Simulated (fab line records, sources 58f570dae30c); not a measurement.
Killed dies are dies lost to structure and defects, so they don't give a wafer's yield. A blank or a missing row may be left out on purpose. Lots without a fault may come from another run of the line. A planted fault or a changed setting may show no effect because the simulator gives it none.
fab line records | flow berkeley_cmos170 | part 1 of 2: steps 1 to 32 of 44
record lots=5 wafers=15 last_day=11
route steps=331 shown PLDD@153 NLDD@158 SPACER@171 PSD@175 NSD@187
lots that met no fault: from a run of the same line without faults
start_h: hours from the record's first day to the start of the lot's first wafer shown | wait_h: hours since the lot's step before | " the same as in the row above | L1.1+2: a row that stands for several wafers | - no value, or no start given | * or withheld: withheld | < > ~ a bound
route shown NAME@n: a module of which the file shows steps, and the number in the route of the first | usual: mean/standard deviation of fault-free wafers | same: alike in all rows | chamber/n: place in a boat | sites: the reading at each site | _std_site: their standard deviation | _edge_site: outer sites' mean less inner sites' | radius_mm: how far each site lies from the wafer's centre | mask NAME#n: copy n | behind: the tool/chamber that last shaped the wafer | hold: why the lot was held/for how many hours/how that ended | device: the transistor (n, p or np) that didn't switch | end of line: the same wafers' tests at the end of the route | a step without rows: its recipe alone | killed: dies lost to structure and defects at the first sort, not the wafer's yield | map: a wafer's dies, x killed, . not, _ none there
set.NAME: the setting as run; set.NAME@STEP: as run at that earlier step | model.NAME: the simulator's own value behind a step, which no gauge read
lots at some steps of the route; a table a step, a row a wafer
services: from which hour (start_h, from the record's first day; less than 0 if before it) a tool's chamber was out of use, for how many hours, and why
## steps
# step UCB170_PLDD_IMPLANT_08
# recipe species=BF2 dose_cm2=5e+13 energy_kev=10 tilt_deg=7 rotation_deg=0
# same implant_ion_amu=49
# columns lot.wafer tool chamber start_h wait_h
L075.3+4+5 implanter-04 0 118.15 0.1
L084.3+5+6 implanter-02 0 168.14 0.1
L087.2+5+6 implanter-03 0 193.95 0.0
L092.1+2+4 implanter-02 0 217.99 0.0
L094.2+3+4 implanter-04 0 218.25 0.0
# step UCB170_PLDD_IMPLANT_09
# recipe species=BF2 dose_cm2=5e+13 energy_kev=10 tilt_deg=7 rotation_deg=180
# same implant_ion_amu=49
# columns lot.wafer tool chamber start_h wait_h
L075.3+4+5 implanter-04 0 118.30 0.1
L084.3+5+6 implanter-02 0 168.29 0.1
L087.2+5+6 implanter-03 0 194.10 0.1
L092.1+2+4 implanter-02 0 218.14 0.1
L094.2+3+4 implanter-04 0 218.40 0.1
# step UCB170_PLDD_STRIP_10
# recipe chemistry=O2 power_w=400 pressure_mtorr=3500 platen_temp_c=withheld o2_flow_sccm=400 overash_fraction=0.5
# usual drypump_motor_current_A=5.6/0.57 oes_product_au=0.734/0.0041 strip_time_to_endpoint_s=21.61/0.071
# columns lot.wafer tool chamber start_h wait_h drypump_motor_current_A oes_product_au rf_hours_counter_h strip_time_to_endpoint_s
L075.3 plasma_asher-01 1 118.43 0.1 5.4 0.730 - 21.70
L075.4 " 0 " " 6.5 0.738 - 21.72
L075.5 " 0 " " 6.6 0.733 - 21.65
L084.3 plasma_asher-01 0 168.43 0.1 6.5 0.733 - 21.65
L084.5 " 0 " " 6.5 0.739 - 21.72
L084.6 " 1 " " 5.3 0.730 - 21.73
L087.2 plasma_asher-01 0 194.22 0.1 6.6 0.726 8 21.52
L087.5 " 1 " " 5.3 0.731 - 21.60
L087.6 " 0 " " 6.6 0.739 - 21.53
L092.1 plasma_asher-04 0 218.29 0.1 4.7 0.737 54 21.61
L092.2 " 1 " " 6.0 0.736 54 21.67
L092.4 " 0 " " 4.7 0.733 - 21.61
L094.2 plasma_asher-02 1 218.53 0.1 5.8 0.736 52 21.57
L094.3 " 0 " " 5.2 0.738 - 21.59
L094.4 " 1 " " 5.8 0.739 - 21.63
# step UCB170_PLDD_TW_MEAS_11
# usual PLDD_TW=1017/15
# columns lot.wafer tool chamber start_h wait_h PLDD_TW
L075.3 film_metro-04 - 118.52 0.1 1039
L075.4 " - " " 1033
L075.5 " - " " 1042
L084.3 film_metro-04 - 168.51 0.1 1040
L084.5 " - " " 1036
L084.6 " - " " 1039
L087.2 film_metro-04 - 194.33 0.1 1041
L087.5 " - " " 1038
L087.6 " - " " 1034
L092.1 film_metro-02 - 218.39 0.1 1005
L092.2 " - " " 1006
L092.4 " - " " 1008
L094.2 film_metro-04 - 218.64 0.1 1037
L094.3 " - " " 1039
L094.4 " - " " 1039
# step UCB170_PLDD_CLEAN_12
# recipe chemistry=SPM temp_c=120 time_s=600
# same time_s=600
# columns lot.wafer tool chamber start_h wait_h
L075.3+4+5 wet_bench-04 2 118.67 0.1
L084.3+5+6 wet_bench-03 0 168.55 0.0
L087.2+5+6 wet_bench-03 2 194.38 0.0
L092.1+2+4 wet_bench-03 0 218.45 0.1
L094.2+3+4 wet_bench-03 2 218.69 0.0
# step UCB170_NLDD_HMDS_00
# recipe prime_time_s=60 prime_temp_c=100
# columns lot.wafer tool chamber start_h wait_h
L075.3+4+5 litho_track-04 0 119.10 0.3
L084.3+5+6 litho_track-01 0 168.84 0.1
L087.2+5+6 litho_track-04 0 194.58 0.0
L092.1+2+4 litho_track-03 0 218.98 0.4
L094.2+3+4 litho_track-04 0 219.00 0.1
# step UCB170_NLDD_COAT_01
# recipe resist=KrF spin_rpm=1500 resist_thk_nm=900
# columns lot.wafer tool chamber start_h wait_h
L075.3+4+5 litho_track-04 0 119.25 0.1
L084.3+5+6 litho_track-01 0 168.99 0.1
L087.2+5+6 litho_track-04 0 194.73 0.1
L092.1+2+4 litho_track-03 0 219.13 0.1
L094.2+3+4 litho_track-04 0 219.15 0.1
# step UCB170_NLDD_SOFTBAKE_02
# recipe resist=KrF temp_c=130 time_s=60
# same time_s=60
# columns lot.wafer tool chamber start_h wait_h
L075.3+4+5 litho_track-04 0 119.40 0.1
L084.3+5+6 litho_track-01 0 169.14 0.1
L087.2+5+6 litho_track-04 0 194.88 0.1
L092.1+2+4 litho_track-03 0 219.28 0.1
L094.2+3+4 litho_track-04 0 219.30 0.1
# step UCB170_NLDD_EXPOSE_03
# recipe mask_id=NSELECT na=0.5 sigma_outer=0.6 source_shape=conventional target_cd_nm=1200 dose_mj=30
# usual exposure_dose_mJ_cm2=30.007/0.028
# same sigma_outer=0.6
# columns lot.wafer tool chamber start_h wait_h mask exposure_dose_mJ_cm2
L075.3 krf_scanner-01 0 119.54 0.1 NSELECT#0 29.994
L075.4 " 0 " " NSELECT#0 30.004
L075.5 " 0 " " NSELECT#0 29.951
L084.3 krf_scanner-02 0 169.40 0.2 NSELECT#0 30.045
L084.5 " 0 " " NSELECT#0 30.013
L084.6 " 0 " " NSELECT#0 30.000
L087.2 krf_scanner-01 0 195.15 0.2 NSELECT#0 30.026
L087.5 " 0 " " NSELECT#0 29.992
L087.6 " 0 " " NSELECT#0 30.040
L092.1 krf_scanner-01 0 219.55 0.2 NSELECT#0 30.067
L092.2 " 0 " " NSELECT#0 30.008
L092.4 " 0 " " NSELECT#0 30.014
L094.2 krf_scanner-02 0 219.81 0.5 NSELECT#0 30.010
L094.3 " 0 " " NSELECT#0 30.004
L094.4 " 0 " " NSELECT#0 30.009
# step UCB170_NLDD_PEB_04
# recipe peb_temp_c=130 peb_time_s=withheld resist=KrF
# columns lot.wafer tool chamber start_h wait_h
L075.3+4+5 litho_track-04 0 119.67 0.1
L084.3+5+6 litho_track-01 0 169.56 0.1
L087.2+5+6 litho_track-03 0 195.28 0.1
L092.1+2+4 litho_track-01 0 220.08 0.5
L094.2+3+4 litho_track-03 0 220.35 0.5
# step UCB170_NLDD_DEVELOP_05
# recipe developer=TMAH develop_time_s=45 resist=KrF dev_temp_c=21
# columns lot.wafer tool chamber start_h wait_h
L075.3+4+5 litho_track-04 0 - -
L084.3+5+6 litho_track-01 0 - -
L087.2+5+6 litho_track-03 0 - -
L092.1+2+4 litho_track-01 0 - -
L094.2+3+4 litho_track-03 0 - -
# step UCB170_NLDD_CD_MEAS_06
# recipe target_cd_nm=1200
# usual cd_nm=1200.3/1.3
# columns lot.wafer tool chamber start_h wait_h cd_nm
L075.3 cd_sem-01 - 119.93 - 1199.8
L075.4 " - " " 1200.1
L075.5 " - " " 1199.4
L084.3 cd_sem-02 - 169.83 - 1201.1
L084.5 " - " " 1203.0
L084.6 " - " " 1202.4
L087.2 cd_sem-02 - 195.55 - 1200.6
L087.5 " - " " 1198.1
L087.6 " - " " 1200.4
L092.1 cd_sem-02 - 220.35 - 1200.1
L092.2 " - " " 1200.1
L092.4 " - " " 1200.4
L094.2 cd_sem-02 - 220.62 - 1197.5
L094.3 " - " " 1199.5
L094.4 " - " " 1199.1
# step UCB170_NLDD_OVL_MEAS_07
# usual NLDD_OVL=-4/4.7
# columns lot.wafer tool chamber start_h wait_h NLDD_OVL[nm]
L075.3 overlay-01 - 120.03 0.1 -8
L075.4 " - " " -1
L075.5 " - " " -3
L084.3 overlay-01 - 169.92 0.1 2
L084.5 " - " " 2
L084.6 " - " " 3
L087.2 overlay-01 - 195.65 0.1 7
L087.5 " - " " -3
L087.6 " - " " -2
L092.1 overlay-02 - 220.47 0.1 3
L092.2 " - " " 7
L092.4 " - " " 6
L094.2 overlay-02 - 220.73 0.1 2
L094.3 " - " " 3
L094.4 " - " " 2
# step UCB170_NLDD_IMPLANT_08
# recipe species=As dose_cm2=5e+13 energy_kev=30 tilt_deg=7 rotation_deg=0
# same implant_ion_amu=75
# columns lot.wafer tool chamber start_h wait_h
L075.3+4+5 implanter-03 0 120.10 0.1
L084.3+5+6 implanter-03 0 169.99 0.1
L087.2+5+6 implanter-04 0 195.71 0.0
L092.1+2+4 implanter-03 0 220.51 0.0
L094.2+3+4 implanter-01 0 220.78 0.0
# step UCB170_NLDD_IMPLANT_09
# recipe species=As dose_cm2=5e+13 energy_kev=30 tilt_deg=7 rotation_deg=180
# same implant_ion_amu=75
# columns lot.wafer tool chamber start_h wait_h
L075.3+4+5 implanter-03 0 120.25 0.1
L084.3+5+6 implanter-03 0 170.14 0.1
L087.2+5+6 implanter-04 0 195.86 0.1
L092.1+2+4 implanter-03 0 220.66 0.1
L094.2+3+4 implanter-01 0 220.93 0.1
# step UCB170_NLDD_STRIP_10
# recipe chemistry=O2 power_w=400 pressure_mtorr=3500 platen_temp_c=withheld o2_flow_sccm=400 overash_fraction=0.5
# usual drypump_motor_current_A=5.8/0.61 oes_product_au=0.735/0.0046 strip_time_to_endpoint_s=21.62/0.072
# columns lot.wafer tool chamber start_h wait_h drypump_motor_current_A oes_product_au rf_hours_counter_h strip_time_to_endpoint_s
L075.3 plasma_asher-04 1 120.38 0.1 6.0 0.734 - 21.63
L075.4 " 0 " " 4.7 0.732 - 21.58
L075.5 " 1 " " 6.0 0.727 - 21.65
L084.3 plasma_asher-03 1 170.28 0.1 6.2 0.730 - 21.56
L084.5 " 1 " " 6.2 0.728 - 21.47
L084.6 " 0 " " 5.4 0.731 - 21.38
L087.2 plasma_asher-03 1 195.98 0.1 6.2 0.738 41 21.62
L087.5 " 0 " " 5.4 0.730 - 21.57
L087.6 " 1 " " 6.2 0.728 - 21.59
L092.1 plasma_asher-01 1 220.81 0.1 5.3 0.737 11 21.68
L092.2 " 0 " " 6.5 0.746 11 21.63
L092.4 " 0 " " 6.6 0.742 - 21.60
L094.2 plasma_asher-01 1 221.06 0.1 5.3 0.735 11 21.60
L094.3 " 1 " " 5.4 0.735 - 21.63
L094.4 " 0 " " 6.6 0.735 - 21.61
# step UCB170_NLDD_TW_MEAS_11
# usual NLDD_TW=2232/33
# columns lot.wafer tool chamber start_h wait_h NLDD_TW
L075.3 film_metro-03 - 120.47 0.1 2240
L075.4 " - " " 2237
L075.5 " - " " 2231
L084.3 film_metro-02 - 170.36 0.1 2201
L084.5 " - " " 2198
L084.6 " - " " 2198
L087.2 film_metro-03 - 196.09 0.1 2239
L087.5 " - " " 2237
L087.6 " - " " 2220
L092.1 film_metro-04 - 220.91 0.1 2277
L092.2 " - " " 2261
L092.4 " - " " 2270
L094.2 film_metro-02 - 221.17 0.1 2193
L094.3 " - " " 2208
L094.4 " - " " 2203
# step UCB170_NLDD_CLEAN_12
# recipe chemistry=SPM temp_c=120 time_s=600
# same time_s=600
# columns lot.wafer tool chamber start_h wait_h
L075.3+4+5 wet_bench-03 2 120.51 0.0
L084.3+5+6 wet_bench-03 2 170.40 0.0
L087.2+5+6 wet_bench-03 1 196.14 0.0
L092.1+2+4 wet_bench-02 0 220.97 0.1
L094.2+3+4 wet_bench-04 1 221.22 0.0
# step UCB170_SPACER_CVD_00
# recipe material=SiO2 target_thk_nm=376 temp_c=390 precursor=TEOS/O2 time_s=47 rf_w=550 pressure_mtorr=9000
# usual heater_power_w=252/50
# same time_s=47
# columns lot.wafer tool chamber start_h wait_h heater_power_w
L075.3 pecvd-01 2 120.72 0.0 208
L075.4 " 1 " " 185
L075.5 " 0 " " 251
L084.3 pecvd-04 2 170.59 0.0 301
L084.5 " 2 " " 310
L084.6 " 0 " " 259
L087.2 pecvd-04 2 196.32 0.0 275
L087.5 " 2 " " 286
L087.6 " 0 " " 316
L092.1 pecvd-01 2 221.14 0.0 200
L092.2 " 0 " " 292
L092.4 " 0 " " 305
L094.2 pecvd-04 2 221.39 0.0 315
L094.3 " 1 " " 207
L094.4 " 1 " " 216
# step UCB170_SPACER_THK_MEAS_01
# recipe reads=SiO2_of_SPACER_CVD_00
# usual SPACER_TEOS_THK=375/5.4
# columns lot.wafer tool chamber start_h wait_h SPACER_TEOS_THK[nm]
L075.3 film_metro-02 - 120.78 0.0 374
L075.4 " - " " 379
L075.5 " - " " 374
L084.3 film_metro-01 - 170.66 0.0 373
L084.5 " - " " 380
L084.6 " - " " 379
L087.2 film_metro-02 - 196.37 0.0 371
L087.5 " - " " 379
L087.6 " - " " 380
L092.1 film_metro-01 - 221.19 0.0 370
L092.2 " - " " 371
L092.4 " - " " 373
L094.2 film_metro-02 - 221.44 0.0 369
L094.3 " - " " 375
L094.4 " - " " 381
# step UCB170_SPACER_ANNEAL_02
# recipe temp_c=900 time_s=1800 ambient=N2
# usual tube_center_temp_C=900/0.08
# same time_s=1800
# columns lot.wafer tool chamber start_h wait_h tube_center_temp_C
L075.3 furnace-02 0 122.48 1.7 900
L075.4 " 0 " " 900
L075.5 " 0 " " 900
L084.3 furnace-03 0 172.06 1.4 899.98
L084.5 " 0 " " 899.97
L084.6 " 0 " " 900.03
L087.2 furnace-03 0 198.51 2.1 899.91
L087.5 " 0 " " 899.97
L087.6 " 0 " " 899.93
L092.1 furnace-04 0 225.27 4.1 900
L092.2 " 0 " " 899.94
L092.4 " 0 " " 899.96
L094.2 furnace-04 0 225.27 3.8 899.97
L094.3 " 0 " " 899.99
L094.4 " 0 " " 900.06
# step UCB170_SPACER_ETCHBACK_03
# recipe stop_on=Si target=SiO2 chemistry=CHF3/CF4/Ar CHF3_flow_sccm=50 cf4_flow_sccm=10 Ar_flow_sccm=120 pressure_mtorr=200 rf_w=500 target_depth_a=3760 time_s=100
# usual drypump_motor_current_A=5.7/0.48 oes_product_au=0.904/0.014 throttle_valve_pct=6.41/0.14
# same time_s=100
# columns lot.wafer tool chamber start_h wait_h drypump_motor_current_A oes_product_au rf_hours_counter_h throttle_valve_pct
L075.3 rie_diel-02 1 124.06 0.1 5.2 0.906 4 6.24
L075.4 " 3 " " 5.5 0.919 107 6.33
L075.5 " 0 " " 5.7 0.887 - 6.59
L084.3 rie_diel-03 1 173.61 0.0 5.6 0.924 67 6.64
L084.5 " 1 " " 5.6 0.935 - 6.67
L084.6 " 0 " " 4.9 0.906 - 6.38
L087.2 rie_diel-03 3 200.01 0.0 5.9 0.887 4 6.58
L087.5 " 3 " " 5.9 0.905 - 6.56
L087.6 " 0 " " 4.9 0.908 - 6.38
L092.1 rie_diel-03 0 226.77 0.0 4.9 0.881 21 6.36
L092.2 " 2 " " 5.9 0.898 99 6.25
L092.4 " 1 " " 5.6 0.918 69 6.64
L094.2 rie_diel-01 0 226.77 0.0 5.5 0.893 68 6.44
L094.3 " 2 " " 6.5 0.912 68 6.26
L094.4 " 0 " " 5.5 0.916 - 6.43
# step UCB170_PSD_HMDS_00
# recipe prime_time_s=60 prime_temp_c=100
# columns lot.wafer tool chamber start_h wait_h
L075.3+4+5 litho_track-02 0 124.99 0.9
L084.3+5+6 litho_track-03 0 173.78 0.1
L087.2+5+6 litho_track-01 0 200.51 0.5
L092.1+2+4 litho_track-01 0 226.84 0.0
L094.2+3+4 litho_track-02 0 226.99 0.2
# step UCB170_PSD_COAT_01
# recipe resist=KrF spin_rpm=1500 resist_thk_nm=900
# columns lot.wafer tool chamber start_h wait_h
L075.3+4+5 litho_track-02 0 125.14 0.1
L084.3+5+6 litho_track-03 0 173.93 0.1
L087.2+5+6 litho_track-01 0 200.66 0.1
L092.1+2+4 litho_track-01 0 226.99 0.1
L094.2+3+4 litho_track-02 0 227.14 0.1
# step UCB170_PSD_SOFTBAKE_02
# recipe resist=KrF temp_c=130 time_s=60
# same time_s=60
# columns lot.wafer tool chamber start_h wait_h
L075.3+4+5 litho_track-02 0 125.29 0.1
L084.3+5+6 litho_track-03 0 174.08 0.1
L087.2+5+6 litho_track-01 0 200.81 0.1
L092.1+2+4 litho_track-01 0 227.14 0.1
L094.2+3+4 litho_track-02 0 227.29 0.1
# step UCB170_PSD_EXPOSE_03
# recipe mask_id=PSELECT_MOD na=0.5 sigma_outer=0.6 source_shape=conventional target_cd_nm=1200 dose_mj=30
# usual exposure_dose_mJ_cm2=29.56/0.032
# same sigma_outer=0.6
# columns lot.wafer tool chamber start_h wait_h mask exposure_dose_mJ_cm2
L075.3 krf_scanner-01 0 125.84 0.5 PSELECT_MOD#0 29.60
L075.4 " 0 " " PSELECT_MOD#0 29.54
L075.5 " 0 " " PSELECT_MOD#0 29.52
L084.3 krf_scanner-01 0 174.65 0.6 PSELECT_MOD#0 29.61
L084.5 " 0 " " PSELECT_MOD#0 29.59
L084.6 " 0 " " PSELECT_MOD#0 29.60
L087.2 krf_scanner-01 0 201.08 0.2 PSELECT_MOD#0 29.55
L087.5 " 0 " " PSELECT_MOD#0 29.56
L087.6 " 0 " " PSELECT_MOD#0 29.57
L092.1 krf_scanner-02 0 227.54 0.4 PSELECT_MOD#0 29.57
L092.2 " 0 " " PSELECT_MOD#0 29.50
L092.4 " 0 " " PSELECT_MOD#0 29.55
L094.2 krf_scanner-01 0 227.80 0.5 PSELECT_MOD#0 29.50
L094.3 " 0 " " PSELECT_MOD#0 29.57
L094.4 " 0 " " PSELECT_MOD#0 29.53
# step UCB170_PSD_PEB_04
# recipe peb_temp_c=130.4 peb_time_s=withheld resist=KrF
# columns lot.wafer tool chamber start_h wait_h
L075.3+4+5 litho_track-02 0 126.17 0.3
L084.3+5+6 litho_track-03 0 175.05 0.4
L087.2+5+6 litho_track-02 0 201.43 0.3
L092.1+2+4 litho_track-03 0 227.65 0.1
L094.2+3+4 litho_track-02 0 227.92 0.1
# step UCB170_PSD_DEVELOP_05
# recipe developer=TMAH develop_time_s=45 resist=KrF dev_temp_c=21
# columns lot.wafer tool chamber start_h wait_h
L075.3+4+5 litho_track-02 0 - -
L084.3+5+6 litho_track-03 0 - -
L087.2+5+6 litho_track-02 0 - -
L092.1+2+4 litho_track-03 0 - -
L094.2+3+4 litho_track-02 0 - -
# step UCB170_PSD_CD_MEAS_06
# recipe target_cd_nm=1200
# usual cd_nm=1200.4/1.6
# columns lot.wafer tool chamber start_h wait_h cd_nm
L075.3 cd_sem-02 - 126.43 - 1200.2
L075.4 " - " " 1199.9
L075.5 " - " " 1199.3
L084.3 cd_sem-02 - 175.32 - 1197.9
L084.5 " - " " 1200.0
L084.6 " - " " 1198.7
L087.2 cd_sem-01 - 201.80 - 1201.5
L087.5 " - " " 1200.0
L087.6 " - " " 1200.7
L092.1 cd_sem-01 - 227.93 - 1198.4
L092.2 " - " " 1199.1
L092.4 " - " " 1199.2
L094.2 cd_sem-02 - 228.19 - 1198.7
L094.3 " - " " 1199.8
L094.4 " - " " 1199.8
# step UCB170_PSD_OVL_MEAS_07
# usual PSD_OVL=-3/4.4
# columns lot.wafer tool chamber start_h wait_h PSD_OVL[nm]
L075.3 overlay-02 - 126.53 0.1 -7
L075.4 " - " " -6
L075.5 " - " " -7
L084.3 overlay-01 - 175.41 0.1 4
L084.5 " - " " 1
L084.6 " - " " -2
L087.2 overlay-01 - 201.91 0.1 -7
L087.5 " - " " 1
L087.6 " - " " -5
L092.1 overlay-02 - 228.05 0.1 2
L092.2 " - " " 4
L092.4 " - " " -4
L094.2 overlay-01 - 228.29 0.1 -2
L094.3 " - " " -4
L094.4 " - " " 0
# step UCB170_PSD_IMPLANT_08
# recipe species=B dose_cm2=3e+15 energy_kev=20 tilt_deg=7
# same implant_ion_amu=11
# columns lot.wafer tool chamber start_h wait_h
L075.3+4+5 implanter-02 0 126.60 0.1
L084.3+5+6 implanter-04 0 175.48 0.1
L087.2+5+6 implanter-01 0 201.96 0.0
L092.1+2+4 implanter-02 0 228.08 0.0
L094.2+3+4 implanter-04 0 228.35 0.0
# step UCB170_PSD_STRIP_09
# recipe chemistry=O2 power_w=400 pressure_mtorr=3500 platen_temp_c=withheld o2_flow_sccm=400 overash_fraction=0.5
# usual drypump_motor_current_A=5.6/0.5 oes_product_au=0.600/0.0043 strip_time_to_endpoint_s=29.38/0.073
# columns lot.wafer tool chamber start_h wait_h drypump_motor_current_A oes_product_au rf_hours_counter_h strip_time_to_endpoint_s
L075.3 plasma_asher-02 0 126.73 0.1 5.2 0.596 - 29.42
L075.4 " 1 " " 5.8 0.603 - 29.37
L075.5 " 1 " " 5.8 0.591 - 29.34
L084.3 plasma_asher-04 0 175.61 0.1 4.7 0.604 - 29.51
L084.5 " 0 " " 4.7 0.601 - 29.54
L084.6 " 1 " " 6.0 0.598 - 29.49
L087.2 plasma_asher-02 1 202.09 0.1 5.9 0.600 50 29.33
L087.5 " 1 " " 5.9 0.598 - 29.45
L087.6 " 0 " " 5.3 0.599 - 29.45
L092.1 plasma_asher-03 1 228.23 0.1 6.2 0.608 44 29.37
L092.2 " 0 " " 5.4 0.605 44 29.39
L092.4 " 0 " " 5.4 0.599 - 29.40
L094.2 plasma_asher-04 0 228.47 0.1 4.7 0.600 56 29.40
L094.3 " 1 " " 6.1 0.599 - 29.37
L094.4 " 0 " " 4.7 0.593 - 29.38
